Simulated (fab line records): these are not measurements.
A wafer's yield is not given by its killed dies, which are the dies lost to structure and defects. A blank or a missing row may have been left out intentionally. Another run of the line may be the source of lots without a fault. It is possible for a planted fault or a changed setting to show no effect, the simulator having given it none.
Chamber matching    flow berkeley-cmos170    4 sister chambers for UCB170_START_CLEAN_01 on wet-bench-03
The step cleans in dHF, time 60 s. 4 wafers are shown with their chamber, then 10 later ones without.

## WAFERS, EACH WITH ITS CHAMBER
wafer   chamber  run-length-s (s)
L118.6  1        86.9
L129.6  3        86.8
L131.6  0        91.8
L133.2  2        86.1

## WAFERS MISSING THEIR CHAMBER
wafer   run-length-s (s)
L133.4  86.1
L134.1  85.6
L134.5  85.6
L134.6  85.6
L136.1  85.2
L136.2  85.2
L136.3  85.2
L137.3  86.1
L137.4  86.1
L137.5  86.1

## CHAMBER TAKEN BY EACH
wafer   from the rows above           in truth
L133.4  can't be placed: 2 or 3 or 1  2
L134.1  can't be placed: 2 or 3 or 1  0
L134.5  can't be placed: 2 or 3 or 1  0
L134.6  can't be placed: 2 or 3 or 1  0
L136.1  can't be placed: 2 or 3 or 1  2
L136.2  can't be placed: 2 or 3 or 1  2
L136.3  can't be placed: 2 or 3 or 1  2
L137.3  can't be placed: 2 or 3 or 1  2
L137.4  can't be placed: 2 or 3 or 1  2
L137.5  can't be placed: 2 or 3 or 1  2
0 of 10 placed correctly. Not placeable from these rows: 10 (in 7, the candidates include the true chamber). Wrongly placed: 0.
How it was worked out, from the rows above alone: a wafer's distance from a chamber is the root of the sum, over the readings, of the square of ((its reading less the chamber's mean) divided by the reading's scatter). If the next closest chamber is less than 2 further off than the closest, the wafer can't be placed; otherwise it belongs to the closest. The mean given for a chamber averages the wafers shown for that chamber. The scatter: with one shown wafer a chamber, the root of the mean of the squares of how far each hidden wafer lies from its nearest shown one.
